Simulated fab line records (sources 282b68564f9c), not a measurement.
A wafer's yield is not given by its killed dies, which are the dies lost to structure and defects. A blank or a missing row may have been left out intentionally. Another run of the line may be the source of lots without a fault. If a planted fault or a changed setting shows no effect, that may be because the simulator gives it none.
fab line records | flow rit_cmos
[record] lots = 14 wafers = 42 last_day = 7
route steps=202 shown ACTIVE@14 PWELL@47 PSD@148 SILICIDE@167 M1@202
lots that met no fault: from a run of the same line without faults
start_h: the number of hours between the record's first day and the start of the first shown wafer of the lot | wait_h: how many hours have passed since the lot's step before this one | " unchanged from the row above | L1.1+2: a single row standing in for several wafers | - either no value or no given start | * or withheld: withheld | < > ~ a bound
route shown NAME@n: NAME is a module with steps in the file, n the number in the route of the first one | usual: mean/standard deviation of fault-free wafers | same: alike in all rows | chamber/n: place in a boat | sites: the reading at each site | _std_site: their standard deviation | _edge_site: outer sites' mean less inner sites' | radius_mm: how far each site lies from the wafer's centre | mask NAME#n: copy n | behind: the tool/chamber that last shaped the wafer | hold: why the lot went on hold/how many hours it stayed there/how the hold came to an end | device: names the non-switching transistor (n, p or np) | end of line: tests run on the same wafers once the route is complete | for a step that has no rows: nothing shown but its recipe | killed: not the wafer's yield, but the dies lost to structure and defects at the first sort | map: a wafer's dies, marking killed ones x, the rest . and places with no die _
set.NAME: the run value of the setting; set.NAME@STEP: its run value at that earlier step | model.NAME: the simulator's own value behind a step, which no gauge read
route steps across a sampled set of lots; one table per step, one row per wafer
services: when a tool's chamber went out of use (start_h, in hours from the record's first day, below 0 if earlier), for how many hours, and the reason
[[steps]]
[step RIT_ACTIVE_ETCH_13]
[recipe] stop_on = SiO2 chemistry = SF6 target = Si3N4 time_s = 210 over_etch_frac = 0.4 SF6_flow_sccm = 200 pressure_mtorr = 260 rf_w = 125 target_depth_a = 2100
[usual] drypump_motor_current_A = 5.5/0.33 oes_product_au = 0.825/0.015 throttle_valve_pct = 7.52/0.14
// columns lot.wafer tool chamber start_h wait_h drypump_motor_current_A oes_product_au rf_hours_counter_h throttle_valve_pct
L111.1 rie_diel-04 3 15.23 0.1 5.6 0.821 162 7.45
L111.2 " 1 " " 5.0 0.841 78 7.29
L111.4 " 2 " " 5.1 0.812 0 7.58
L115.3 rie_diel-03 2 35.54 0.1 5.6 0.824 18 7.52
L115.5 " 0 " " 6.0 0.814 - 7.66
L115.6 " 1 " " 5.6 0.832 - 7.61
L116.2 rie_diel-01 2 39.71 0.1 5.6 0.844 4 7.64
L116.3 " 0 " " 6.3 0.833 149 7.62
L116.6 " 1 " " 5.6 0.814 - 7.75
L118.1 rie_diel-04 3 49.83 0.1 5.6 0.822 163 7.44
L118.4 " 1 " " 5.0 0.865 79 7.29
L118.6 " 0 " " 5.4 0.806 - 7.32
L119.2 rie_diel-01 3 55.40 0.1 5.6 0.811 146 7.51
L119.3 " 0 " " 6.3 0.833 149 7.64
L119.6 " 3 " " 5.6 0.810 - 7.51
L120.1 rie_diel-03 0 59.96 0.1 6.0 0.811 147 7.68
L120.4 " 1 " " 5.5 0.833 59 7.62
L120.5 " 3 " " 5.8 0.816 - 7.51
L123.2 rie_diel-03 1 75.51 0.1 5.6 0.823 59 7.59
L123.5 " 1 " " 5.6 0.823 - 7.62
L123.6 " 0 " " 6.0 0.811 - 7.65
L124.2 rie_diel-03 2 79.83 0.1 5.5 0.821 19 7.53
L124.3 " 0 " " 6.0 0.817 148 7.66
L124.5 " 1 " " 5.6 0.828 - 7.61
L127.1 rie_diel-04 1 95.76 0.1 5.0 0.850 80 7.30
L127.5 " 0 " " 5.4 0.804 - 7.30
L127.6 " 2 " " 5.1 0.835 - 7.60
L128.3 rie_diel-01 2 101.56 0.1 5.6 0.833 5 7.65
L128.4 " 0 " " 6.3 0.828 150 7.61
L128.5 " 2 " " 5.6 0.841 - 7.65
L129.1 rie_diel-03 3 105.85 0.1 5.7 0.836 30 7.51
L129.5 " 3 " " 5.8 0.834 - 7.49
L129.6 " 0 " " 6.0 0.809 - 7.68
L130.1 rie_diel-03 0 110.35 0.1 6.0 0.813 148 7.66
L130.2 " 2 " " 5.5 0.811 20 7.51
L130.3 " 1 " " 5.6 0.826 60 7.61
L132.1 rie_diel-04 0 120.45 0.1 5.4 0.810 31 7.31
L132.2 " 2 " " 5.1 0.830 2 7.58
L132.5 " 0 " " 5.5 0.801 - 7.31
L134.1 rie_diel-01 2 130.65 0.1 5.6 0.845 5 7.66
L134.3 " 1 " " 5.7 0.828 88 7.76
L134.5 " 1 " " 5.7 0.820 - 7.77
[step RIT_PWELL_IMPLANT_08]
[recipe] species = B energy_kev = 170 dose_cm2 = 7e+13 tilt_deg = 7
[usual] beam_energy_keV = 169.99/0.045 faraday_current_uA = 223/4.9
// columns lot.wafer tool chamber start_h wait_h beam_energy_keV faraday_current_uA
L111.1 implanter-01 0 25.12 0.2 170.01 223
L111.2 " 0 " " 170.08 220
L111.4 " 0 " " 169.97 228
L115.3 implanter-04 0 43.93 0.2 169.99 219
L115.5 " 0 " " 169.96 216
L115.6 " 0 " " 170.05 222
L116.2 implanter-02 0 47.62 0.2 169.96 222
L116.3 " 0 " " 169.95 220
L116.6 " 0 " " 169.98 228
L118.1 implanter-04 0 58.83 0.2 170.02 221
L118.4 " 0 " " 170.02 222
L118.6 " 0 " " 170.00 217
L119.2 implanter-02 0 65.76 0.2 169.99 228
L119.3 " 0 " " 170.02 231
L119.6 " 0 " " 169.94 228
L120.1 implanter-01 0 70.20 0.2 169.89 229
L120.4 " 0 " " 169.88 223
L120.5 " 0 " " 169.87 219
L123.2 implanter-02 0 84.89 0.2 169.96 237
L123.5 " 0 " " 169.94 229
L123.6 " 0 " " 169.95 221
L124.2 implanter-02 0 89.52 0.2 170.00 227
L124.3 " 0 " " 170.07 230
L124.5 " 0 " " 169.99 228
L127.1 implanter-04 0 104.00 0.2 170.05 223
L127.5 " 0 " " 170.06 214
L127.6 " 0 " " 169.92 214
L128.3 implanter-02 0 112.59 0.2 119.03 224
L128.4 " 0 " " 119.03 226
L128.5 " 0 " " 119.01 216
L129.1 implanter-02 0 117.79 0.2 118.99 222
L129.5 " 0 " " 119.01 218
L129.6 " 0 " " 118.96 226
L130.1 implanter-01 0 120.68 0.2 170.03 222
L130.2 " 0 " " 169.96 225
L130.3 " 0 " " 169.95 228
L132.1 implanter-01 0 130.34 0.2 170.02 227
L132.2 " 0 " " 170.04 217
L132.5 " 0 " " 169.95 219
L134.1 implanter-04 0 139.61 0.2 170.06 222
L134.3 " 0 " " 170.04 224
L134.5 " 0 " " 170.02 225
[step RIT_PWELL_TW_MEAS_10]
[usual] PWELL_TW = 956/4.8
// columns lot.wafer tool chamber start_h wait_h PWELL_TW
L111.1 film_metro-03 - 25.44 0.1 959
L111.2 " - " " 961
L111.4 " - " " 956
L115.3 film_metro-04 - 44.23 0.1 955
L115.5 " - " " 958
L115.6 " - " " 955
L116.2 film_metro-04 - 47.93 0.1 954
L116.3 " - " " 956
L116.6 " - " " 956
L118.1 film_metro-04 - 59.15 0.1 955
L118.4 " - " " 955
L118.6 " - " " 953
L119.2 film_metro-04 - 66.07 0.1 950
L119.3 " - " " 953
L119.6 " - " " 955
L120.1 film_metro-03 - 70.53 0.1 958
L120.4 " - " " 958
L120.5 " - " " 953
L123.2 film_metro-04 - 85.20 0.1 961
L123.5 " - " " 959
L123.6 " - " " 964
L124.2 film_metro-04 - 89.83 0.1 961
L124.3 " - " " 962
L124.5 " - " " 964
L127.1 film_metro-03 - 104.33 0.1 953
L127.5 " - " " 950
L127.6 " - " " 954
L128.3 film_metro-04 - 112.88 0.1 925
L128.4 " - " " 929
L128.5 " - " " 932
L129.1 film_metro-04 - 118.11 0.1 931
L129.5 " - " " 925
L129.6 " - " " 931
L130.1 film_metro-04 - 121.00 0.1 957
L130.2 " - " " 954
L130.3 " - " " 959
L132.1 film_metro-04 - 130.66 0.1 965
L132.2 " - " " 965
L132.5 " - " " 960
L134.1 film_metro-03 - 139.94 0.1 958
L134.3 " - " " 956
L134.5 " - " " 954
[step RIT_WELLDRIVE_RS_MEAS_02]
[recipe] thk_meas_gauge = four-point-probe
[usual] PWELL_RS = 429.7/0.94
// columns lot.wafer tool chamber start_h wait_h PWELL_RS[ohm/sq]
L111.1 film_metro-04 - 31.38 0.1 428.4
L111.2 " - " " 429.6
L111.4 " - " " 429.7
L115.3 film_metro-04 - 49.90 0.1 428.6
L115.5 " - " " 427.3
L115.6 " - " " 428.4
L116.2 film_metro-02 - 53.66 0.1 429.3
L116.3 " - " " 428.6
L116.6 " - " " 429.4
L118.1 film_metro-03 - 67.16 0.1 430.9
L118.4 " - " " 431.0
L118.6 " - " " 430.7
L119.2 film_metro-02 - 71.88 0.1 429.8
L119.3 " - " " 429.0
L119.6 " - " " 428.9
L120.1 film_metro-04 - 77.30 0.1 430.7
L120.4 " - " " 429.3
L120.5 " - " " 430.5
L123.2 film_metro-03 - 91.31 0.1 430.5
L123.5 " - " " 430.2
L123.6 " - " " 431.2
L124.2 film_metro-04 - 95.99 0.1 430.6
L124.3 " - " " 430.0
L124.5 " - " " 431.3
L127.1 film_metro-03 - 109.63 0.1 429.9
L127.5 " - " " 430.6
L127.6 " - " " 431.1
L128.3 film_metro-03 - 119.18 0.1 443.0
L128.4 " - " " 442.5
L128.5 " - " " 441.9
L129.1 film_metro-03 - 123.38 0.1 442.7
L129.5 " - " " 443.5
L129.6 " - " " 443.3
L130.1 film_metro-02 - 126.78 0.1 432.1
L130.2 " - " " 432.0
L130.3 " - " " 430.1
L132.1 film_metro-02 - 136.54 0.1 429.7
L132.2 " - " " 429.5
L132.5 " - " " 427.9
L134.1 film_metro-04 - 145.57 0.1 429.4
L134.3 " - " " 429.9
L134.5 " - " " 429.7
[step RIT_PSD_OVL_MEAS_06]
[usual] PSD_OVL = -0.2/1.1
// columns lot.wafer tool chamber start_h wait_h PSD_OVL[nm]
L111.1 overlay-01 - 52.84 - -1.8
L111.2 " - " " -0.5
L111.4 " - " " -1.1
L115.3 overlay-02 - 71.98 - 0.9
L115.5 " - " " 0.0
L115.6 " - " " -0.3
L116.2 overlay-02 - 80.76 - 0.3
L116.3 " - " " 0.2
L116.6 " - " " -0.5
L118.1 overlay-02 - 90.92 - 1.1
L118.4 " - " " 0.2
L118.6 " - " " -0.5
L119.2 overlay-01 - 95.12 - 0.8
L119.3 " - " " 1.9
L119.6 " - " " 1.4
L120.1 overlay-01 - 98.56 - 3.0
L120.4 " - " " 0.6
L120.5 " - " " 0.7
L123.2 overlay-01 - 112.49 - -0.6
L123.5 " - " " -1.1
L123.6 " - " " -0.7
L124.2 overlay-02 - 119.37 - 1.6
L124.3 " - " " 1.9
L124.5 " - " " 2.0
L127.1 overlay-02 - 133.70 - -1.3
L127.5 " - " " -1.2
L127.6 " - " " -1.3
L128.3 overlay-01 - 142.57 - 0.3
L128.4 " - " " -0.8
L128.5 " - " " -0.5
L129.1 overlay-02 - 144.40 - -0.8
L129.5 " - " " -0.5
L129.6 " - " " -1.1
L130.1 overlay-01 - 149.07 - -0.9
L130.2 " - " " 0.9
L130.3 " - " " -2.0
L132.1 overlay-02 - 157.68 - -0.8
L132.2 " - " " -1.2
L132.5 " - " " 0.2
L134.1 overlay-02 - 169.02 - -0.7
L134.3 " - " " -3.1
L134.5 " - " " -1.6
[step RIT_SILICIDE_RTA_06]
[recipe] temp_c = 750 time_s = 10 idle_temp_c = 25 ramp_up_s = 5 ramp_down_s = 10 cool_to_c = 25 ambient = N2
[usual] wafer_temp_C_max = 753.6/0.73
// columns lot.wafer tool chamber start_h wait_h wafer_temp_C_max
L111.1 rtp_anneal-01 0 54.78 0.0 752.9
L111.2 " 0 " " 752.9
L111.4 " 0 " " 753.8
L115.3 rtp_anneal-01 0 73.92 0.0 752.4
L115.5 " 0 " " 752.9
L115.6 " 0 " " 752.7
L116.2 rtp_anneal-02 0 82.69 0.0 754.2
L116.3 " 0 " " 754.9
L116.6 " 0 " " 754.3
L118.1 rtp_anneal-02 0 92.88 0.0 754.0
L118.4 " 0 " " 753.9
L118.6 " 0 " " 753.8
L119.2 rtp_anneal-01 0 97.07 0.0 752.3
L119.3 " 0 " " 752.3
L119.6 " 0 " " 753.1
L120.1 rtp_anneal-02 0 100.52 0.0 753.6
L120.4 " 0 " " 753.6
L120.5 " 0 " " 753.6
L123.2 rtp_anneal-02 0 114.62 0.0 753.8
L123.5 " 0 " " 753.9
L123.6 " 0 " " 753.9
L124.2 rtp_anneal-02 0 121.65 0.0 754.8
L124.3 " 0 " " 753.8
L124.5 " 0 " " 754.1
L127.1 rtp_anneal-01 0 135.64 0.0 753.3
L127.5 " 0 " " 752.3
L127.6 " 0 " " 753.1
L128.3 rtp_anneal-02 0 144.50 0.0 753.7
L128.4 " 0 " " 753.1
L128.5 " 0 " " 754.1
L129.1 rtp_anneal-01 0 146.32 0.0 752.5
L129.5 " 0 " " 752.5
L129.6 " 0 " " 752.4
L130.1 rtp_anneal-02 0 151.03 0.0 753.5
L130.2 " 0 " " 755.4
L130.3 " 0 " " 755.5
L132.1 rtp_anneal-02 0 159.63 0.0 754.8
L132.2 " 0 " " 754.0
L132.5 " 0 " " 754.1
L134.1 rtp_anneal-02 0 171.00 0.0 753.6
L134.3 " 0 " " 754.8
L134.5 " 0 " " 753.3
[step RIT_M1_PROBE_99]
[usual] killed_at_contacts = 0.0/0.18 killed_at_front_end = 7/3.4 killed_dies = 7/3.4 killed_open = 3.4/2 killed_short = 3.6/2.1
[same] gross_dies = 264 killed_at_M0_to_M3 = 0 killed_at_M4_up = 0 killed_at_back_side = 0 killed_at_other = 0
// columns lot.wafer tool chamber start_h wait_h killed_at_contacts killed_at_front_end killed_dies killed_open killed_short
L111.1 prober-01 - 61.28 0.1 0 5 5 4 1
L111.2 prober-01 - 61.33 0.1 0 11 11 4 7
L111.4 prober-01 - 61.43 0.2 0 5 5 5 0
L116.2 prober-01 - 89.14 0.1 0 7 7 3 4
L116.3 prober-01 - 89.19 0.2 0 6 6 2 4
L116.6 prober-01 - 89.34 0.2 0 3 3 2 1
L118.1 prober-01 - 99.33 0.1 0 8 8 3 5
L118.4 prober-01 - 99.48 0.2 1 12 13 7 6
L118.6 prober-01 - 99.58 0.2 0 5 5 1 4
L127.1 prober-01 - 142.10 0.1 0 11 11 4 7
L127.5 prober-01 - 142.30 0.2 0 5 5 2 3
L127.6 prober-01 - 142.35 0.2 0 7 7 4 3
L128.3 prober-02 - 151.34 0.2 0 2 2 2 0
L128.4 prober-02 - 151.39 0.2 0 7 7 3 4
L128.5 prober-02 - 151.44 0.2 0 10 10 5 5
L129.1 prober-02 - 152.74 0.1 0 2 2 1 1
L129.5 prober-02 - 152.94 0.2 0 4 4 1 3
L129.6 prober-02 - 152.99 0.2 0 4 4 1 3
// killed by level:class
L111.1 SILICIDE:geometric_particle:open=2 FOX1:geometric_particle:open=1 GATE:geometric_particle:open=1 SILICIDE:geometric_particle:short=1
L111.2 SILICIDE:geometric_particle:short=3 FOX2:geometric_particle:open=2 FOX2:geometric_particle:short=2 FOX1:geometric_particle:open=1 GATE:geometric_particle:short=1 REOX:geometric_particle:open=1 REOX:geometric_particle:short=1
L111.4 REOX:geometric_particle:open=2 FOX1:geometric_particle:open=1 GATE:geometric_particle:open=1 SILICIDE:geometric_particle:open=1
L116.2 SILICIDE:geometric_particle:open=3 GATE:geometric_particle:short=2 FOX1:geometric_particle:short=1 SILICIDE:geometric_particle:short=1
L116.3 GATE:geometric_particle:short=2 GATE:geometric_particle:open=1 REOX:geometric_particle:short=1 SILICIDE:geometric_particle:short=1 SILICIDE:geometric_particle:open=1
L116.6 FOX1:geometric_particle:short=1 REOX:geometric_particle:open=1 SILICIDE:geometric_particle:open=1
L118.1 GATE:geometric_particle:open=2 SPACER:geometric_particle:short=2 FOX2:geometric_particle:short=1 GATE:geometric_particle:short=1 REOX:geometric_particle:open=1 SILICIDE:geometric_particle:short=1
L118.4 GATE:geometric_particle:short=4 GATE:geometric_particle:open=2 SPACER:geometric_particle:short=2 SILICIDE:geometric_particle:open=2 FOX2:geometric_particle:open=1 SPACER:geometric_particle:open=1 CONTACT:geometric_particle:open=1
L118.6 REOX:geometric_particle:short=2 FOX2:geometric_particle:short=1 REOX:geometric_particle:open=1 SILICIDE:geometric_particle:short=1
L127.1 GATE:geometric_particle:short=3 REOX:geometric_particle:short=2 REOX:geometric_particle:open=2 FOX1:geometric_particle:short=1 FOX1:geometric_particle:open=1 FOX2:geometric_particle:short=1 GATE:geometric_particle:open=1
L127.5 FOX1:geometric_particle:short=2 SPACER:geometric_particle:open=1 SILICIDE:geometric_particle:short=1 SILICIDE:geometric_particle:open=1
L127.6 FOX1:geometric_particle:short=1 GATE:geometric_particle:open=1 GATE:geometric_particle:short=1 REOX:geometric_particle:short=1 REOX:geometric_particle:open=1 SPACER:geometric_particle:open=1 SILICIDE:geometric_particle:open=1
L128.3 GATE:geometric_particle:open=1 SPACER:geometric_particle:open=1
L128.4 FOX2:geometric_particle:open=1 FOX2:geometric_particle:short=1 GATE:geometric_particle:short=1 GATE:geometric_particle:open=1 SPACER:geometric_particle:short=1 SPACER:geometric_particle:open=1 SILICIDE:geometric_particle:short=1
L128.5 GATE:geometric_particle:open=2 GATE:geometric_particle:short=2 SPACER:geometric_particle:open=2 SPACER:geometric_particle:short=2 FOX1:geometric_particle:short=1 REOX:geometric_particle:open=1
L129.1 GATE:geometric_particle:open=1 GATE:geometric_particle:short=1
L129.5 GATE:geometric_particle:short=2 FOX1:geometric_particle:open=1 SPACER:geometric_particle:short=1
L129.6 GATE:geometric_particle:short=2 GATE:geometric_particle:open=1 SPACER:geometric_particle:short=1
[[services]]
// columns tool chamber start_h hours kind
implanter-02 - 11.42 2.1 repair
implanter-02 - 19.58 6.0 repair
implanter-02 - 23.83 3.8 repair
implanter-02 - 27.58 5.1 pm
implanter-01 - 35.78 8.5 repair
implanter-02 - 62.72 1.9 repair
rie_diel-03 - 82.43 2.8 pm
rie_diel-04 3 82.90 - clean
rie_diel-04 3 82.90 18.4 scheduled_down
rie_diel-04 3 82.90 18.4 vent_cycle
rie_diel-04 - 86.55 2.8 pm
implanter-01 - 87.23 1.3 repair
rie_diel-03 - 106.56 2.4 repair
implanter-04 - 109.88 23.9 pm
rie_diel-04 2 125.93 1.5 repair
rie_diel-01 0 131.28 3.5 repair
implanter-04 - 134.03 2.0 pm
rie_diel-01 0 144.45 - clean
rie_diel-01 0 144.45 23.7 scheduled_down
implanter-01 - 150.70 3.2 repair
rie_diel-01 3 159.20 14.4 repair
rie_diel-04 - 161.56 14.6 pm
rie_diel-03 0 162.11 - clean
rie_diel-03 3 163.02 8.7 repair
[[key]]
[first_sign] step = RIT_PWELL_IMPLANT_08 reading = beam_energy_keV direction = down sigmas = 99+ usual = 169.99 struck = 119.01
[effect] step = RIT_PWELL_TW_MEAS_10 reading = PWELL_TW direction = down sigmas = 5.8 usual = 956 struck = 929
[effect] step = RIT_WELLDRIVE_RS_MEAS_02 reading = PWELL_RS direction = up sigmas = 14 usual = 429.7 struck = 442.8
met_at RIT_PWELL_IMPLANT_08
struck_lots L128,L129
tester_left_out L128,L129
not_acting_at RIT_ACTIVE_ETCH_13,RIT_PSD_OVL_MEAS_06,RIT_SILICIDE_RTA_06
onset_between 89.52 112.59
[fault] kind = process_parameter_drift tool = implanter-02 chamber = - onset_h = 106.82 steps = RIT_PWELL_IMPLANT_08 channel = energy_kev offset = -51 shape = step end_h = 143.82 acts_in = these_recipes_only stated = 170
// tester_left_out: of these lots the tester's yield and bins aren't shown, on N5 and GAA mostly nor the transistor test; their killed dies are dies lost to structure and defects alone, not to doping, threshold or leakage, so they don't give the yield
